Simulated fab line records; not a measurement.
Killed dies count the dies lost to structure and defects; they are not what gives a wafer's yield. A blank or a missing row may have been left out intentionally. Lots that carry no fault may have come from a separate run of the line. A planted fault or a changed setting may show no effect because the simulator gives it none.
fab line records | flow berkeley-cmos170
record: lots: 13 wafers: 39 last-day: 12
route steps=331 shown ACTIVE@65 M3@325
lots with no fault: from the same line, run without faults
start-h: hours from the record's opening day to when the first of the lot's shown wafers began | wait-h: hours since the lot's step before | " the same as in the row above | L1.1+2: one row covering several wafers at once | - no value, or no start was given | * or withheld: withheld | < > ~ a bound
route shown NAME@n: a module of which the file shows steps, and the number in the route of the first | usual: mean and standard deviation over wafers with no fault | same: alike in all rows | chamber/n: place in a boat | sites: per-site readings | _std_site: how widely they spread, as a standard deviation | _edge_site: inner sites' mean taken away from outer sites' mean | radius-mm: for every site, how far away it sits from the centre of the wafer | mask NAME#n: copy n | behind: the tool/chamber that last shaped the wafer | hold: why the lot went on hold/how many hours it stayed there/how the hold came to an end | device: which transistor (n, p or np) failed to switch | end of line: at the end of the route, the tests of the same wafers | a step with no rows: only its recipe | killed: the dies lost at the first sort to structure and to defects; this is not the yield of the wafer | map: per-die view of a wafer (x killed, . not killed, _ where there is no die)
set.NAME: the setting that was run; set.NAME@STEP: the one run at that earlier step | model.NAME: the simulator's own value behind a step, which no gauge read
one table for each step of the route and one row for each wafer, over a sample of lots
services: when a tool's chamber went out of use (start-h, in hours from the record's first day, below 0 if earlier), for how many hours, and the reason
== steps ==
step: UCB170_ACTIVE_CVD_05
recipe: material: Si3N4 target-thk-nm: 220 temp-c: 800 precursor: SiH2Cl2/NH3 time-s: 3300 pressure-mtorr: 200 sih2cl2-flow-sccm: 25 nh3-flow-sccm: 75
usual: spike-tc-load-C: 820.4/3
columns lot.wafer tool chamber start-h wait-h spike-tc-load-C
L554.3 lpcvd-01 1 77.03 1.1 819.8
L554.4 " 1 " " 820.5
L554.5 " 1 " " 819.2
L556.1 lpcvd-01 1 87.60 0.0 821.0
L556.3 " 1 " " 820.1
L556.6 " 1 " " 820.0
L557.2 lpcvd-01 1 93.94 0.0 820.3
L557.5 " 1 " " 819.8
L557.6 " 1 " " 821.1
L558.1 lpcvd-01 0 93.94 0.0 817.4
L558.4 " 0 " " 818.6
L558.6 " 0 " " 817.6
L560.1 lpcvd-02 1 104.92 0.0 824.9
L560.3 " 1 " " 825.6
L560.4 " 1 " " 824.9
L561.1 lpcvd-02 1 104.92 0.0 825.7
L561.3 " 1 " " 826.5
L561.4 " 1 " " 825.6
L562.2 lpcvd-01 1 111.58 0.0 818.8
L562.5 " 1 " " 819.5
L562.6 " 1 " " 821.6
L563.1 lpcvd-01 0 117.68 0.0 817.1
L563.3 " 0 " " 816.9
L563.5 " 0 " " 817.1
L564.1 lpcvd-01 1 117.68 0.0 820.5
L564.4 " 1 " " 819.6
L564.6 " 1 " " 819.4
L566.1 lpcvd-01 1 129.79 1.8 821.5
L566.2 " 1 " " 820.0
L566.3 " 1 " " 820.3
L574.1 lpcvd-02 0 179.86 0.9 824.0
L574.3 " 0 " " 821.6
L574.5 " 0 " " 821.7
L575.1 lpcvd-02 1 179.86 0.9 826.2
L575.2 " 1 " " 827.1
L575.6 " 1 " " 825.9
L576.2 lpcvd-01 1 193.52 0.0 820.0
L576.4 " 1 " " 822.1
L576.5 " 1 " " 819.3
step: UCB170_ACTIVE_THK_MEAS_06
recipe: reads: Si3N4_of_ACTIVE_CVD_05
usual: ACTIVE_NITRIDE_THK: 219.5/1.9
columns lot.wafer tool chamber start-h wait-h ACTIVE_NITRIDE_THK[nm]
L554.3 film-metro-03 - 78.97 0.0 220.1
L554.4 " - " " 220.3
L554.5 " - " " 218.7
L556.1 film-metro-03 - 89.52 0.0 221.2
L556.3 " - " " 220.7
L556.6 " - " " 223.2
L558.1 film-metro-04 - 95.85 0.0 220.9
L558.4 " - " " 219.0
L558.6 " - " " 221.6
L557.2 film-metro-03 - 95.89 0.0 216.4
L557.5 " - " " 219.7
L557.6 " - " " 217.5
L560.1 film-metro-04 - 107.79 0.0 223.3
L560.3 " - " " 221.7
L560.4 " - " " 222.1
L561.1 film-metro-01 - 107.79 0.0 217.4
L561.3 " - " " 219.1
L561.4 " - " " 220.5
L562.2 film-metro-01 - 113.51 0.0 220.4
L562.5 " - " " 221.6
L562.6 " - " " 221.0
L563.1 film-metro-03 - 119.60 0.0 220.5
L563.3 " - " " 220.3
L563.5 " - " " 220.6
L564.1 film-metro-01 - 119.60 0.0 219.3
L564.4 " - " " 219.9
L564.6 " - " " 219.7
L566.1 film-metro-01 - 131.71 0.0 211.5
L566.2 " - " " 211.2
L566.3 " - " " 211.3
L574.1 film-metro-03 - 181.77 0.0 219.1
L574.3 " - " " 219.2
L574.5 " - " " 219.4
L575.1 film-metro-04 - 181.77 0.0 220.0
L575.2 " - " " 220.6
L575.6 " - " " 220.2
L576.2 film-metro-01 - 195.44 0.0 218.3
L576.4 " - " " 219.8
L576.5 " - " " 218.7
step: UCB170_M3_OVL_MEAS_16
usual: M3_OVL: 2/7
columns lot.wafer tool chamber start-h wait-h M3_OVL[nm]
L554.3 overlay-02 - 162.36 0.1 3
L554.4 " - " " 0
L554.5 " - " " 3
L556.1 overlay-01 - 163.59 0.1 -11
L556.3 " - " " -9
L556.6 " - " " 6
L558.1 overlay-01 - 176.72 0.1 5
L558.4 " - " " 7
L558.6 " - " " 10
L557.2 overlay-01 - 178.17 0.1 5
L557.5 " - " " -3
L557.6 " - " " 4
L560.1 overlay-02 - 187.50 0.1 4
L560.3 " - " " 9
L560.4 " - " " 8
L561.1 overlay-02 - 190.61 0.1 1
L561.3 " - " " -4
L561.4 " - " " 6
L562.2 overlay-01 - 194.49 0.1 3
L562.5 " - " " 2
L562.6 " - " " 2
L564.1 overlay-02 - 205.76 0.1 -9
L564.4 " - " " 3
L564.6 " - " " 6
L563.1 overlay-02 - 206.24 0.1 4
L563.3 " - " " 0
L563.5 " - " " 1
L566.1 overlay-01 - 216.87 0.1 7
L566.2 " - " " 14
L566.3 " - " " 6
L574.1 overlay-01 - 270.75 0.1 4
L574.3 " - " " 4
L574.5 " - " " 8
L575.1 overlay-01 - 271.24 0.1 -6
L575.2 " - " " -6
L575.6 " - " " -15
L576.2 overlay-01 - 281.86 0.1 -2
L576.4 " - " " -6
L576.5 " - " " 1
step: UCB170_M3_STRIP_19
recipe: chemistry: O2 power-w: 400 pressure-mtorr: 3500 platen-temp-c: withheld o2-flow-sccm: 400 overash-fraction: 0.5
usual: drypump-motor-current-A: 5.55/0.18 oes-product-au: 0.540/0.017
columns lot.wafer tool chamber start-h wait-h drypump-motor-current-A oes-product-au rf-hours-counter-h
L554.3 plasma-asher-03 0 162.65 0.1 5.60 0.561 -
L554.4 " 1 " " 5.57 0.572 -
L554.5 " 1 " " 5.56 0.556 -
L556.1 plasma-asher-02 0 163.86 0.1 5.74 0.568 45
L556.3 " 0 " " 5.70 0.565 -
L556.6 " 1 " " 5.17 0.547 -
L558.1 plasma-asher-03 0 176.99 0.1 5.61 0.543 42
L558.4 " 0 " " 5.62 0.507 -
L558.6 " 0 " " 5.62 0.541 -
L557.2 plasma-asher-03 1 178.43 0.1 5.58 0.566 43
L557.5 " 1 " " 5.56 0.561 -
L557.6 " 0 " " 5.60 0.546 -
L560.1 plasma-asher-01 0 187.77 0.1 5.64 0.530 9
L560.3 " 1 " " 5.57 0.543 -
L560.4 " 0 " " 5.65 0.537 -
L561.1 plasma-asher-03 1 190.88 0.1 5.55 0.568 44
L561.3 " 1 " " 5.59 0.547 -
L561.4 " 0 " " 5.59 0.559 -
L562.2 plasma-asher-02 1 194.75 0.1 5.16 0.544 48
L562.5 " 1 " " 5.16 0.542 -
L562.6 " 0 " " 5.73 0.519 -
L564.1 plasma-asher-02 0 206.03 0.1 5.74 0.538 49
L564.4 " 1 " " 5.16 0.545 -
L564.6 " 0 " " 5.71 0.546 -
L563.1 plasma-asher-01 1 206.51 0.1 5.57 0.521 11
L563.3 " 0 " " 5.64 0.525 -
L563.5 " 0 " " 5.65 0.524 -
L566.1 plasma-asher-02 1 217.13 0.1 5.15 0.543 51
L566.2 " 0 " " 5.72 0.553 51
L566.3 " 0 " " 5.74 0.534 -
L574.1 plasma-asher-03 0 271.01 0.1 5.61 0.563 52
L574.3 " 1 " " 5.53 0.564 -
L574.5 " 0 " " 5.61 0.554 -
L575.1 plasma-asher-03 0 271.51 0.1 5.60 0.525 52
L575.2 " 1 " " 5.53 0.526 52
L575.6 " 0 " " 5.60 0.523 -
L576.2 plasma-asher-02 1 282.12 0.1 5.15 0.557 57
L576.4 " 0 " " 5.73 0.539 -
L576.5 " 1 " " 5.17 0.551 -
step: UCB170_M3_BOW_MEAS_20
recipe: mode: bow
usual: M3_BOW: 37/7.1
columns lot.wafer tool chamber start-h wait-h M3_BOW[um]
L554.3 film-metro-04 - 162.87 0.1 35
L554.4 " - " " 23
L554.5 " - " " 35
L556.1 film-metro-01 - 164.08 0.1 32
L556.3 " - " " 41
L556.6 " - " " 28
L558.1 film-metro-04 - 177.21 0.1 35
L558.4 " - " " 43
L558.6 " - " " 38
L557.2 film-metro-04 - 178.67 0.1 31
L557.5 " - " " 34
L557.6 " - " " 35
L560.1 film-metro-01 - 187.99 0.1 47
L560.3 " - " " 26
L560.4 " - " " 42
L561.1 film-metro-01 - 191.10 0.1 43
L561.3 " - " " 53
L561.4 " - " " 45
L562.2 film-metro-04 - 194.99 0.1 42
L562.5 " - " " 40
L562.6 " - " " 47
L564.1 film-metro-01 - 206.33 0.1 33
L564.4 " - " " 40
L564.6 " - " " 53
L563.1 film-metro-03 - 206.73 0.1 45
L563.3 " - " " 44
L563.5 " - " " 49
L566.1 film-metro-04 - 217.35 0.1 40
L566.2 " - " " 31
L566.3 " - " " 42
L574.1 film-metro-01 - 271.36 0.1 28
L574.3 " - " " 33
L574.5 " - " " 38
L575.1 film-metro-04 - 271.73 0.1 25
L575.2 " - " " 31
L575.6 " - " " 34
L576.2 film-metro-03 - 282.36 0.1 32
L576.4 " - " " 30
L576.5 " - " " 29
== services ==
columns tool chamber start-h hours kind
lpcvd-01 - 60.42 2.8 pm
plasma-asher-01 - 108.75 9.0 pm
plasma-asher-01 0 108.75 9.0 vent-cycle
plasma-asher-01 1 108.75 9.0 vent-cycle
plasma-asher-01 0 117.75 - clean
plasma-asher-01 1 117.75 - clean
plasma-asher-02 - 143.11 0.6 repair
lpcvd-02 - 149.08 4.9 repair
lpcvd-01 - 174.78 5.2 repair
lpcvd-01 - 235.51 6.0 pm
lpcvd-02 - 241.92 17.2 pm
plasma-asher-01 - 266.16 2.8 pm
== key ==
first-sign: step: UCB170_ACTIVE_THK_MEAS_06 reading: ACTIVE_NITRIDE_THK direction: down sigmas: 4.3 usual: 219.5 struck: 211.3
effect none on later readings
met-at UCB170_ACTIVE_CVD_05
struck-lots L566
struck-wafers L566.1,L566.2,L566.3
tester-left-out L566
not-acting-at UCB170_M3_OVL_MEAS_16,UCB170_M3_STRIP_19,UCB170_M3_BOW_MEAS_20
onset-between 117.68 129.79
fault: kind: process-parameter-drift tool: lpcvd-01 chamber: 1 onset-h: 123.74 steps: UCB170_ACTIVE_CVD_05 channel: target-thk-nm offset: -7.7434 shape: step end-h: 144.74 acts-in: these-recipes-only stated: 220
tester-left-out: of these lots the tester's yield and bins aren't shown, on N5 and GAA mostly nor the transistor test; their killed dies are dies lost to structure and defects alone, not to doping, threshold or leakage, so they don't give the yield
